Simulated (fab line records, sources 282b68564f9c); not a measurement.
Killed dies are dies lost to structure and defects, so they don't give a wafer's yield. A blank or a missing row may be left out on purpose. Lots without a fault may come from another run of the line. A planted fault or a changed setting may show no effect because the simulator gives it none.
fab line records | flow rit_cmos
record lots=15 wafers=45 last_day=8
route steps=202 shown ACTIVE@4 M1@202
lots that met no fault: from a run of the same line without faults
start_h: hours from the record's first day to the start of the lot's first wafer shown | wait_h: hours since the lot's step before | " the same as in the row above | L1.1+2: a row that stands for several wafers | - no value, or no start given | * or withheld: withheld | < > ~ a bound
route shown NAME@n: a module of which the file shows steps, and the number in the route of the first | usual: mean/standard deviation of fault-free wafers | same: alike in all rows | chamber/n: place in a boat | sites: the reading at each site | _std_site: their standard deviation | _edge_site: outer sites' mean less inner sites' | radius_mm: how far each site lies from the wafer's centre | mask NAME#n: copy n | behind: the tool/chamber that last shaped the wafer | hold: why the lot was held/for how many hours/how that ended | device: the transistor (n, p or np) that didn't switch | end of line: the same wafers' tests at the end of the route | a step without rows: its recipe alone | killed: dies lost to structure and defects at the first sort, not the wafer's yield | map: a wafer's dies, x killed, . not, _ none there
set.NAME: the setting as run; set.NAME@STEP: as run at that earlier step | model.NAME: the simulator's own value behind a step, which no gauge read
steps of the route over a sample of lots; a table a step, a row a wafer
services: from which hour (start_h, from the record's first day; less than 0 if before it) a tool's chamber was out of use, for how many hours, and why
## steps
# step RIT_ACTIVE_CVD_03
# recipe material=Si3N4 target_thk_nm=150 temp_c=810 precursor=SiH2Cl2/NH3 time_s=1537 pressure_mtorr=300 sih2cl2_flow_sccm=60 nh3_flow_sccm=150
# usual pressure_mtorr=300.0/0.53
# columns lot.wafer tool chamber start_h wait_h pressure_mtorr
L628.3 lpcvd-01 0 12.11 0.0 300.3
L628.5 " 0 " " 299.8
L628.6 " 0 " " 299.3
L629.1 lpcvd-01 0 19.60 0.5 300.1
L629.3 " 0 " " 300.6
L629.6 " 0 " " 301.0
L630.1 lpcvd-02 1 26.57 0.1 299.1
L630.2 " 1 " " 300.7
L630.5 " 1 " " 300.1
L631.3 lpcvd-02 1 30.86 0.0 299.7
L631.4 " 1 " " 299.7
L631.6 " 1 " " 299.6
L632.2 lpcvd-02 1 33.26 0.0 300.0
L632.5 " 1 " " 300.7
L632.6 " 1 " " 301.0
L634.1 lpcvd-01 1 43.30 0.1 300.0
L634.2 " 1 " " 300.4
L634.6 " 1 " " 300.2
L635.1 lpcvd-01 1 48.59 0.9 299.0
L635.3 " 1 " " 300.0
L635.5 " 1 " " 299.3
L636.2 lpcvd-02 1 53.36 0.0 299.6
L636.4 " 1 " " 300.2
L636.5 " 1 " " 300.4
L637.3 lpcvd-02 1 58.64 0.0 300.3
L637.5 " 1 " " 299.2
L637.6 " 1 " " 300.4
L641.1 lpcvd-01 1 80.81 0.1 300.0
L641.3 " 1 " " 299.5
L641.6 " 1 " " 300.4
L642.3 lpcvd-01 0 84.31 0.0 299.8
L642.4 " 0 " " 300.3
L642.6 " 0 " " 300.1
L643.1 lpcvd-01 1 90.82 0.1 299.4
L643.3 " 1 " " 299.8
L643.5 " 1 " " 300.1
L648.1 lpcvd-02 1 115.00 0.1 300.0
L648.5 " 1 " " 300.6
L648.6 " 1 " " 300.9
L650.1 lpcvd-02 1 126.95 0.1 300.4
L650.2 " 1 " " 300.1
L650.3 " 1 " " 300.4
L651.3 lpcvd-02 1 129.08 0.2 299.4
L651.4 " 1 " " 298.7
L651.6 " 1 " " 299.7
# step RIT_ACTIVE_THK_MEAS_04
# recipe reads=Si3N4_of_ACTIVE_CVD_03
# usual ACTIVE_NITRIDE_THK=153.9/1.5
# columns lot.wafer tool chamber start_h wait_h ACTIVE_NITRIDE_THK[nm]
L628.3 film_metro-04 - 13.55 0.0 153.9
L628.5 " - " " 151.5
L628.6 " - " " 153.2
L629.1 film_metro-04 - 21.02 0.0 152.5
L629.3 " - " " 154.4
L629.6 " - " " 152.9
L630.1 film_metro-01 - 27.99 0.0 153.5
L630.2 " - " " 153.6
L630.5 " - " " 154.5
L631.3 film_metro-04 - 32.30 0.0 155.1
L631.4 " - " " 155.3
L631.6 " - " " 155.7
L632.2 film_metro-01 - 34.69 0.0 155.2
L632.5 " - " " 154.2
L632.6 " - " " 154.7
L634.1 film_metro-01 - 45.43 0.0 150.1
L634.2 " - " " 151.4
L634.6 " - " " 151.2
L635.1 film_metro-04 - 50.01 0.0 153.4
L635.3 " - " " 153.9
L635.5 " - " " 154.7
L636.2 film_metro-02 - 54.79 0.0 152.5
L636.4 " - " " 152.0
L636.5 " - " " 152.3
L637.3 film_metro-02 - 60.79 0.0 155.7
L637.5 " - " " 155.5
L637.6 " - " " 155.8
L641.1 film_metro-04 - 82.23 0.0 105.9
L641.3 " - " " 103.7
L641.6 " - " " 103.7
L642.3 film_metro-02 - 85.74 0.0 104.1
L642.4 " - " " 104.0
L642.6 " - " " 103.2
L643.1 film_metro-01 - 92.24 0.0 105.1
L643.3 " - " " 106.0
L643.5 " - " " 104.8
L648.1 film_metro-04 - 116.41 0.0 152.1
L648.5 " - " " 153.3
L648.6 " - " " 152.7
L650.1 film_metro-04 - 129.08 0.0 153.4
L650.2 " - " " 152.0
L650.3 " - " " 153.2
L651.3 film_metro-01 - 131.22 0.0 153.5
L651.4 " - " " 154.8
L651.6 " - " " 153.6
# step RIT_ACTIVE_ETCH_13
# recipe stop_on=SiO2 chemistry=SF6 target=Si3N4 time_s=210 over_etch_frac=0.4 SF6_flow_sccm=200 pressure_mtorr=260 rf_w=125 target_depth_a=2100
# usual drypump_motor_current_A=5.7/0.43 oes_product_au=0.832/0.014 throttle_valve_pct=7.49/0.15
# same over_etch_frac=0.4
# columns lot.wafer tool chamber start_h wait_h drypump_motor_current_A oes_product_au rf_hours_counter_h throttle_valve_pct
L628.3 rie_diel-01 3 14.98 0.1 4.8 0.821 145 7.55
L628.5 " 0 " " 6.1 0.837 - 7.73
L628.6 " 3 " " 4.8 0.827 - 7.57
L629.1 rie_diel-02 1 22.60 0.1 6.5 0.834 20 7.35
L629.3 " 3 " " 5.8 0.848 136 7.36
L629.6 " 0 " " 5.6 0.830 - 7.64
L630.1 rie_diel-02 2 29.31 0.1 6.0 0.847 99 7.69
L630.2 " 0 " " 5.5 0.849 109 7.65
L630.5 " 0 " " 5.5 0.844 - 7.64
L631.3 rie_diel-01 2 33.46 0.1 5.4 0.851 2 7.25
L631.4 " 0 " " 6.1 0.841 - 7.72
L631.6 " 2 " " 5.4 0.843 - 7.26
L632.2 rie_diel-02 3 35.86 0.1 5.8 0.852 136 7.36
L632.5 " 0 " " 5.5 0.842 - 7.65
L632.6 " 1 " " 6.5 0.841 - 7.36
L634.1 rie_diel-01 3 46.73 0.1 4.8 0.821 146 7.56
L634.2 " 2 " " 5.4 0.827 2 7.26
L634.6 " 1 " " 6.2 0.818 - 7.66
L635.1 rie_diel-04 1 51.52 0.1 6.2 0.805 128 7.53
L635.3 " 0 " " 5.7 0.828 12 7.32
L635.5 " 2 " " 5.3 0.845 - 7.60
L636.2 rie_diel-02 0 56.16 0.1 5.6 0.835 110 7.66
L636.4 " 2 " " 6.1 0.841 100 7.70
L636.5 " 0 " " 5.5 0.842 - 7.65
L637.3 rie_diel-04 1 61.95 0.1 6.2 0.813 129 7.51
L637.5 " 3 " " 5.5 0.824 - 7.36
L637.6 " 0 " " 5.7 0.835 - 7.33
L641.1 rie_diel-01 0 83.53 0.1 6.1 0.689 93 7.71
L641.3 " 3 " " 4.8 0.676 147 7.55
L641.6 " 3 " " 4.8 0.682 - 7.56
L642.3 rie_diel-04 2 87.03 0.1 5.3 0.692 125 7.61
L642.4 " 0 " " 5.7 0.676 13 7.32
L642.6 " 2 " " 5.3 0.691 - 7.62
L643.1 rie_diel-01 2 93.44 0.1 5.4 0.690 3 7.24
L643.3 " 3 " " 4.8 0.693 147 7.54
L643.5 " 1 " " 6.2 0.686 - 7.63
L648.1 rie_diel-04 3 117.64 0.1 5.5 0.815 5 7.36
L648.5 " 1 " " 6.2 0.812 - 7.51
L648.6 " 0 " " 5.7 0.814 - 7.32
L650.1 rie_diel-02 0 130.26 0.1 5.5 0.839 111 7.65
L650.2 " 1 " " 6.5 0.839 22 7.36
L650.3 " 3 " " 5.7 0.861 138 7.35
L651.3 rie_diel-04 0 132.51 0.1 5.7 0.820 13 7.33
L651.4 " 1 " " 6.2 0.807 130 7.51
L651.6 " 1 " " 6.2 0.810 - 7.50
# step RIT_M1_PROBE_99
# usual killed_at_contacts=0.1/0.28 killed_at_front_end=7.1/2.8 killed_dies=7.1/2.9 killed_open=3.4/2 killed_short=3.6/2.1
# same gross_dies=264 killed_at_M0_to_M3=0 killed_at_M4_up=0 killed_at_back_side=0 killed_at_other=0
# columns lot.wafer tool chamber start_h wait_h killed_at_contacts killed_at_front_end killed_dies killed_open killed_short
L643.1 prober-01 - 156.50 0.1 0 6 6 0 6
L643.3 prober-01 - 156.60 0.2 1 7 8 4 4
L643.5 prober-01 - 156.70 0.2 0 7 7 5 2
# killed by level:class
L643.1 SPACER:geometric_particle:short=2 FOX1:geometric_particle:short=1 FOX2:geometric_particle:short=1 GATE:geometric_particle:short=1 SILICIDE:geometric_particle:short=1
L643.3 GATE:geometric_particle:open=2 SPACER:geometric_particle:short=2 FOX1:geometric_particle:short=1 REOX:geometric_particle:open=1 SILICIDE:geometric_particle:open=1 CONTACT:geometric_particle:short=1
L643.5 GATE:geometric_particle:open=4 FOX1:geometric_particle:short=1 GATE:geometric_particle:short=1 SPACER:geometric_particle:open=1
## services
# columns tool chamber start_h hours kind
rie_diel-01 1 31.07 10.5 repair
rie_diel-02 0 61.71 13.8 repair
rie_diel-01 2 72.70 12.5 repair
rie_diel-01 1 72.79 3.0 repair
rie_diel-04 - 91.95 0.8 repair
lpcvd-01 - 94.50 2.8 pm
rie_diel-02 2 118.60 12.6 repair
rie_diel-02 - 122.05 0.5 repair
rie_diel-01 - 129.44 4.3 pm
## key
first_sign step=RIT_ACTIVE_THK_MEAS_04 reading=ACTIVE_NITRIDE_THK direction=down sigmas=33 usual=153.9 struck=104.5
effect step=RIT_ACTIVE_ETCH_13 reading=oes_product_au direction=down sigmas=11 usual=0.832 struck=0.686
met_at RIT_ACTIVE_CVD_03
struck_lots L641,L642,L643
tester_left_out L641,L642,L643
onset_between 48.59 80.81
fault kind=process_parameter_drift tool=lpcvd-01 chamber=- onset_h=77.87 steps=RIT_ACTIVE_CVD_03 channel=target_thk_nm offset=-49.5 shape=step end_h=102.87 acts_in=these_recipes_only stated=150
# tester_left_out: of these lots the tester's yield and bins aren't shown, on N5 and GAA mostly nor the transistor test; their killed dies are dies lost to structure and defects alone, not to doping, threshold or leakage, so they don't give the yield
